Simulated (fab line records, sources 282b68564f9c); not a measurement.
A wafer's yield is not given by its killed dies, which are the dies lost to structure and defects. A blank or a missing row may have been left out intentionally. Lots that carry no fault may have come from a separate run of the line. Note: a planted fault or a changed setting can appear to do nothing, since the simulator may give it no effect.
fab line records	flow rit-cmos
record: lots: 15	wafers: 45	last-day: 7
route steps=202 shown ACTIVE@16 PWELL@49 GATE@81 SILICIDE@167 M1@202
lots untouched by any fault: they come from a run of this same line in which no faults occurred
start-h: start of the lot's first displayed wafer, in hours after the record's first day	wait-h: hours elapsed since this lot's preceding step	" same as the row above	L1.1+2: a single row standing in for several wafers	- either no value or no given start	* or withheld: withheld	< > ~ a bound
route shown NAME@n: a module of which the file shows steps, and the number in the route of the first	usual: the fault-free wafers' mean and standard deviation	same: alike in all rows	chamber/n: place in a boat	sites: per-site readings	_std_site: their standard deviation	_edge_site: outer sites' mean less inner sites'	radius-mm: how far each site lies from the wafer's centre	mask NAME#n: copy n	behind: the last tool/chamber to shape the wafer	hold: why the lot went on hold/how many hours it stayed there/how the hold came to an end	device: which transistor (n, p or np) failed to switch	end of line: tests of these same wafers at the route's end	step lacking rows: just its recipe	killed: dies that structure and defects cost at the first sort, which is not the same as the wafer's yield	map: a wafer's dies, marking killed ones x, the rest . and places with no die _
set.NAME: the run value of the setting; set.NAME@STEP: its run value at that earlier step	model.NAME: the simulator's own value behind a step, which no gauge read
route steps across a sampled set of lots; one table per step, one row per wafer
services: when a tool's chamber went out of use (start-h, in hours from the record's first day, below 0 if earlier), for how many hours, and the reason
== steps ==
step: RIT_ACTIVE_CD_MEAS_90
recipe: target-cd-nm: 1400
usual: cd-nm: 1399.8/2.5
lot.wafer	tool	chamber	start-h	wait-h	cd-nm
L862.1	cd-sem-01	-	16.73	0.2	1405.2
L862.4	"	-	"	"	1401.9
L862.5	"	-	"	"	1403.2
L863.1	cd-sem-01	-	20.02	0.1	1400.7
L863.3	"	-	"	"	1401.5
L863.6	"	-	"	"	1402.8
L864.1	cd-sem-01	-	25.25	0.1	1401.1
L864.2	"	-	"	"	1402.6
L864.4	"	-	"	"	1402.4
L865.2	cd-sem-01	-	30.35	0.1	1397.1
L865.3	"	-	"	"	1395.6
L865.5	"	-	"	"	1397.4
L866.1	cd-sem-01	-	35.93	0.1	1395.5
L866.5	"	-	"	"	1395.8
L866.6	"	-	"	"	1394.2
L867.1	cd-sem-01	-	40.93	0.1	1401.5
L867.4	"	-	"	"	1403.0
L867.5	"	-	"	"	1402.8
L868.1	cd-sem-02	-	46.63	0.1	1396.5
L868.3	"	-	"	"	1393.0
L868.6	"	-	"	"	1397.2
L869.1	cd-sem-01	-	51.87	0.1	1403.0
L869.5	"	-	"	"	1400.2
L869.6	"	-	"	"	1402.0
L876.1	cd-sem-01	-	85.75	0.1	1401.8
L876.5	"	-	"	"	1398.0
L876.6	"	-	"	"	1398.4
L877.1	cd-sem-02	-	91.44	0.1	1402.4
L877.4	"	-	"	"	1400.2
L877.5	"	-	"	"	1397.9
L880.2	cd-sem-01	-	108.06	0.1	1394.3
L880.3	"	-	"	"	1395.9
L880.5	"	-	"	"	1396.0
L881.3	cd-sem-01	-	110.99	0.1	1402.1
L881.4	"	-	"	"	1402.8
L881.6	"	-	"	"	1400.4
L882.1	cd-sem-01	-	115.85	0.1	1401.0
L882.4	"	-	"	"	1400.2
L882.6	"	-	"	"	1399.8
L884.1	cd-sem-01	-	127.11	0.1	1401.0
L884.3	"	-	"	"	1399.3
L884.4	"	-	"	"	1400.3
L885.4	cd-sem-02	-	130.79	0.1	1396.7
L885.5	"	-	"	"	1396.7
L885.6	"	-	"	"	1398.2
step: RIT_PWELL_TW_MEAS_10
usual: PWELL_TW: 951/13
lot.wafer	tool	chamber	start-h	wait-h	PWELL_TW
L862.1	film-metro-02	-	24.72	0.1	964
L862.4	"	-	"	"	960
L862.5	"	-	"	"	961
L863.1	film-metro-02	-	28.45	0.1	962
L863.3	"	-	"	"	953
L863.6	"	-	"	"	958
L864.1	film-metro-04	-	35.40	0.1	935
L864.2	"	-	"	"	944
L864.4	"	-	"	"	935
L865.2	film-metro-04	-	39.33	0.1	933
L865.3	"	-	"	"	932
L865.5	"	-	"	"	937
L866.1	film-metro-04	-	43.96	0.1	936
L866.5	"	-	"	"	942
L866.6	"	-	"	"	934
L867.1	film-metro-02	-	48.86	0.1	966
L867.4	"	-	"	"	965
L867.5	"	-	"	"	956
L868.1	film-metro-02	-	54.06	0.1	964
L868.3	"	-	"	"	961
L868.6	"	-	"	"	958
L869.1	film-metro-03	-	59.39	0.1	960
L869.5	"	-	"	"	958
L869.6	"	-	"	"	963
L876.1	film-metro-04	-	96.23	0.1	932
L876.5	"	-	"	"	931
L876.6	"	-	"	"	934
L877.1	film-metro-03	-	99.04	0.1	960
L877.4	"	-	"	"	961
L877.5	"	-	"	"	965
L880.2	film-metro-02	-	117.01	0.1	961
L880.3	"	-	"	"	961
L880.5	"	-	"	"	962
L881.3	film-metro-04	-	119.19	0.1	929
L881.4	"	-	"	"	935
L881.6	"	-	"	"	928
L882.1	film-metro-03	-	123.28	0.1	964
L882.4	"	-	"	"	962
L882.6	"	-	"	"	963
L884.1	film-metro-02	-	134.69	0.1	963
L884.3	"	-	"	"	961
L884.4	"	-	"	"	963
L885.4	film-metro-04	-	138.45	0.1	943
L885.5	"	-	"	"	939
L885.6	"	-	"	"	941
step: RIT_GATE_OXIDATION_05
recipe: temp-c: 900	ambient: O2	target-thk-a: 30	ox-time-s: 270
lot.wafer	tool	chamber	start-h	wait-h
L862.1+4+5	furnace-01	0	35.45	1.5
L863.1+3+6	furnace-04	0	37.96	0.1
L864.1+2+4	furnace-04	0	45.70	0.4
L864.1+2+4	furnace-04	0	46.94	0.2
L865.2+3+5	furnace-03	0	48.59	0.0
L865.2+3+5	furnace-03	0	49.83	0.2
L866.1+5+6	furnace-04	0	53.51	0.1
L867.1+4+5	furnace-01	0	58.85	0.1
L868.1+3+6	furnace-04	0	63.77	0.2
L868.1+3+6	furnace-04	0	66.16	1.3
L869.1+5+6	furnace-01	0	70.09	1.2
L876.1+5+6	furnace-01	0	106.30	1.0
L877.1+4+5	furnace-04	0	108.25	0.1
L880.2+3+5	furnace-03	0	126.28	0.0
L881.3+4+6	furnace-04	0	128.51	0.0
L882.1+4+6	furnace-03	0	134.37	1.2
L884.1+3+4	furnace-04	0	144.22	0.1
L885.4+5+6	furnace-04	0	148.27	0.7
step: RIT_GATE_THK_MEAS_07
recipe: reads: SiO2_of_GATE_OXIDATION_05
usual: GATE_OXIDE_THK: 2.99/0.054
lot.wafer	tool	chamber	start-h	wait-h	GATE_OXIDE_THK[nm]
L862.1	film-metro-02	-	38.09	0.0	3.00
L862.4	"	-	"	"	2.93
L862.5	"	-	"	"	3.01
L863.1	film-metro-03	-	39.29	0.0	2.95
L863.3	"	-	"	"	3.01
L863.6	"	-	"	"	3.06
L864.1	film-metro-02	-	48.69	0.0	4.96
L864.2	"	-	"	"	4.87
L864.4	"	-	"	"	5.03
L865.2	film-metro-01	-	52.31	0.0	5.09
L865.3	"	-	"	"	5.00
L865.5	"	-	"	"	5.14
L866.1	film-metro-03	-	55.41	0.0	2.97
L866.5	"	-	"	"	3.01
L866.6	"	-	"	"	3.00
L867.1	film-metro-02	-	60.26	0.0	3.00
L867.4	"	-	"	"	3.07
L867.5	"	-	"	"	3.04
L868.1	film-metro-03	-	69.21	0.0	4.96
L868.3	"	-	"	"	4.98
L868.6	"	-	"	"	4.96
L869.1	film-metro-03	-	73.69	0.0	3.04
L869.5	"	-	"	"	3.04
L869.6	"	-	"	"	3.00
L876.1	film-metro-03	-	107.62	0.0	3.00
L876.5	"	-	"	"	3.02
L876.6	"	-	"	"	3.01
L877.1	film-metro-02	-	109.58	0.0	3.03
L877.4	"	-	"	"	3.06
L877.5	"	-	"	"	3.04
L880.2	film-metro-02	-	127.61	0.0	3.01
L880.3	"	-	"	"	3.05
L880.5	"	-	"	"	3.03
L881.3	film-metro-03	-	129.85	0.0	2.93
L881.4	"	-	"	"	2.95
L881.6	"	-	"	"	3.02
L882.1	film-metro-02	-	137.62	0.0	2.98
L882.4	"	-	"	"	2.97
L882.6	"	-	"	"	3.02
L884.1	film-metro-01	-	146.86	0.0	2.97
L884.3	"	-	"	"	2.96
L884.4	"	-	"	"	2.98
L885.4	film-metro-02	-	150.21	0.0	2.96
L885.5	"	-	"	"	2.96
L885.6	"	-	"	"	2.93
step: RIT_SILICIDE_RTA_06
recipe: temp-c: 750	time-s: 10	idle-temp-c: 25	ramp-up-s: 5	ramp-down-s: 10	cool-to-c: 25	ambient: N2
usual: wafer_temp_C_max: 753.1/0.94
lot.wafer	tool	chamber	start-h	wait-h	wafer_temp_C_max
L862.1	rtp-anneal-01	0	55.37	0.0	752.6
L862.4	"	0	"	"	752.7
L862.5	"	0	"	"	752.9
L863.1	rtp-anneal-02	0	57.88	0.0	752.9
L863.3	"	0	"	"	753.3
L863.6	"	0	"	"	753.2
L864.1	rtp-anneal-01	0	69.48	0.0	752.4
L864.2	"	0	"	"	751.8
L864.4	"	0	"	"	752.2
L865.2	rtp-anneal-02	0	70.70	0.0	752.8
L865.3	"	0	"	"	754.1
L865.5	"	0	"	"	753.5
L866.1	rtp-anneal-01	0	73.02	0.0	752.8
L866.5	"	0	"	"	754.3
L866.6	"	0	"	"	752.4
L867.1	rtp-anneal-02	0	79.67	0.0	753.7
L867.4	"	0	"	"	752.9
L867.5	"	0	"	"	754.9
L868.1	rtp-anneal-01	0	88.14	0.0	752.2
L868.3	"	0	"	"	752.9
L868.6	"	0	"	"	752.3
L869.1	rtp-anneal-02	0	90.85	0.0	753.0
L869.5	"	0	"	"	754.2
L869.6	"	0	"	"	753.9
L877.1	rtp-anneal-02	0	127.41	0.0	753.9
L877.4	"	0	"	"	751.6
L877.5	"	0	"	"	754.0
L876.1	rtp-anneal-02	0	128.02	0.0	752.4
L876.5	"	0	"	"	753.9
L876.6	"	0	"	"	754.8
L880.2	rtp-anneal-01	0	145.78	0.0	751.1
L880.3	"	0	"	"	752.0
L880.5	"	0	"	"	752.7
L881.3	rtp-anneal-02	0	147.72	0.0	754.0
L881.4	"	0	"	"	753.0
L881.6	"	0	"	"	754.0
L882.1	rtp-anneal-01	0	155.66	0.0	753.3
L882.4	"	0	"	"	751.5
L882.6	"	0	"	"	752.2
L884.1	rtp-anneal-01	0	163.36	0.0	753.6
L884.3	"	0	"	"	753.0
L884.4	"	0	"	"	753.6
L885.4	rtp-anneal-02	0	168.68	0.0	753.9
L885.5	"	0	"	"	752.5
L885.6	"	0	"	"	755.3
step: RIT_M1_PROBE_99
usual: killed-at-contacts: 0.1/0.34	killed-at-front-end: 6.6/2.7	killed-dies: 6.7/2.7	killed-open: 3.5/1.9	killed-short: 3.1/1.8
same: gross-dies: 264	killed_at_M0_to_M3: 0	killed_at_M4_up: 0	killed-at-back-side: 0	killed-at-other: 0
lot.wafer	tool	chamber	start-h	wait-h	killed-at-contacts	killed-at-front-end	killed-dies	killed-open	killed-short
L862.1	prober-01	-	61.99	0.1	0	6	6	3	3
L862.4	prober-01	-	62.14	0.2	0	3	3	2	1
L862.5	prober-01	-	62.19	0.2	0	7	7	3	4
L864.1	prober-01	-	76.24	0.1	0	8	8	6	2
L864.2	prober-01	-	76.29	0.1	0	10	10	4	6
L864.4	prober-01	-	76.39	0.2	0	8	8	6	2
L865.2	prober-02	-	77.33	0.1	0	5	5	3	2
L865.3	prober-02	-	77.38	0.2	0	6	6	4	2
L865.5	prober-02	-	77.48	0.2	0	6	6	4	2
L867.1	prober-02	-	86.18	0.1	0	5	5	3	2
L867.4	prober-02	-	86.33	0.2	0	8	8	4	4
L867.5	prober-02	-	86.38	0.2	0	8	8	5	3
L868.1	prober-01	-	94.75	0.1	0	3	3	0	3
L868.3	prober-01	-	94.85	0.2	0	4	4	1	3
L868.6	prober-01	-	95.00	0.2	0	2	2	1	1
L869.1	prober-02	-	97.29	0.1	0	10	10	5	5
L869.5	prober-02	-	97.49	0.2	0	8	8	6	2
L869.6	prober-02	-	97.54	0.2	0	2	2	1	1
L882.1	prober-01	-	161.99	0.1	0	4	4	3	1
L882.4	prober-01	-	162.14	0.2	1	6	7	5	2
L882.6	prober-01	-	162.24	0.2	0	4	4	2	2
killed by level:class
L862.1 GATE:geometric-particle:short=2 SPACER:geometric-particle:open=2 GATE:geometric-particle:open=1 SILICIDE:geometric-particle:short=1
L862.4 FOX2:geometric-particle:short=1 GATE:geometric-particle:open=1 SPACER:geometric-particle:open=1
L862.5 SPACER:geometric-particle:short=2 SILICIDE:geometric-particle:open=2 FOX2:geometric-particle:short=1 GATE:geometric-particle:short=1 SPACER:geometric-particle:open=1
L864.1 GATE:geometric-particle:open=2 REOX:geometric-particle:open=2 FOX2:geometric-particle:open=1 GATE:geometric-particle:short=1 SPACER:geometric-particle:short=1 SILICIDE:geometric-particle:open=1
L864.2 SILICIDE:geometric-particle:short=3 FOX1:geometric-particle:short=2 REOX:geometric-particle:open=2 FOX2:geometric-particle:open=1 GATE:geometric-particle:open=1 SPACER:geometric-particle:short=1
L864.4 REOX:geometric-particle:open=3 GATE:geometric-particle:open=2 FOX1:geometric-particle:short=1 SILICIDE:geometric-particle:short=1 SILICIDE:geometric-particle:open=1
L865.2 GATE:geometric-particle:open=2 FOX1:geometric-particle:open=1 GATE:geometric-particle:short=1 SILICIDE:geometric-particle:short=1
L865.3 GATE:geometric-particle:open=2 FOX1:geometric-particle:open=1 FOX1:geometric-particle:short=1 SILICIDE:geometric-particle:short=1 SILICIDE:geometric-particle:open=1
L865.5 GATE:geometric-particle:short=2 SILICIDE:geometric-particle:open=2 GATE:geometric-particle:open=1 REOX:geometric-particle:open=1
L867.1 GATE:geometric-particle:open=2 FOX1:geometric-particle:short=1 GATE:geometric-particle:short=1 REOX:geometric-particle:open=1
L867.4 GATE:geometric-particle:short=3 GATE:geometric-particle:open=2 FOX1:geometric-particle:open=1 SPACER:geometric-particle:open=1 SPACER:geometric-particle:short=1
L867.5 GATE:geometric-particle:open=2 SILICIDE:geometric-particle:open=2 GATE:geometric-particle:short=1 REOX:geometric-particle:open=1 SPACER:geometric-particle:short=1 SILICIDE:geometric-particle:short=1
L868.1 FOX1:geometric-particle:short=1 GATE:geometric-particle:short=1 SILICIDE:geometric-particle:short=1
L868.3 FOX1:geometric-particle:short=1 GATE:geometric-particle:open=1 GATE:geometric-particle:short=1 SILICIDE:geometric-particle:short=1
L868.6 FOX1:geometric-particle:short=1 GATE:geometric-particle:open=1
L869.1 FOX1:geometric-particle:short=4 FOX1:geometric-particle:open=3 GATE:geometric-particle:open=2 GATE:geometric-particle:short=1
L869.5 GATE:geometric-particle:open=3 FOX1:geometric-particle:open=2 FOX1:geometric-particle:short=1 FOX2:geometric-particle:short=1 SPACER:geometric-particle:open=1
L869.6 GATE:geometric-particle:open=1 SILICIDE:geometric-particle:short=1
L882.1 SILICIDE:geometric-particle:open=2 GATE:geometric-particle:short=1 GATE:geometric-particle:open=1
L882.4 GATE:geometric-particle:open=2 REOX:geometric-particle:open=2 GATE:geometric-particle:short=1 SILICIDE:geometric-particle:short=1 CONTACT:geometric-particle:open=1
L882.6 GATE:geometric-particle:open=1 REOX:geometric-particle:short=1 SPACER:geometric-particle:open=1 SILICIDE:geometric-particle:short=1
== services ==
tool	chamber	start-h	hours	kind
rtp-anneal-01	-	24.78	6.5	pm
furnace-04	-	32.49	3.5	pm
rtp-anneal-01	-	36.98	7.1	pm
rtp-anneal-02	-	45.27	5.8	pm
furnace-03	-	62.20	4.2	pm
furnace-04	-	150.66	4.0	pm
furnace-01	-	157.20	3.0	pm
== key ==
first-sign: step: RIT_GATE_OXIDATION_05	reading: visit	direction: added
effect: step: RIT_GATE_THK_MEAS_07	reading: GATE_OXIDE_THK	direction: up	sigmas: 37	usual: 2.99	struck: 5.00
met-at RIT_GATE_OXIDATION_05
struck-lots L864,L865,L868
tester-left-out L864,L865,L868
not-acting-at RIT_ACTIVE_CD_MEAS_90,RIT_PWELL_TW_MEAS_10,RIT_SILICIDE_RTA_06
fault: kind: repeated-step-whole	tool: furnace-01,furnace-03,furnace-04	chamber: -	onset-h: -	steps: RIT_GATE_OXIDATION_05	times: 1	scope: struck-lots-only
tester-left-out: of these lots the tester's yield and bins aren't shown, on N5 and GAA mostly nor the transistor test; their killed dies are dies lost to structure and defects alone, not to doping, threshold or leakage, so they don't give the yield
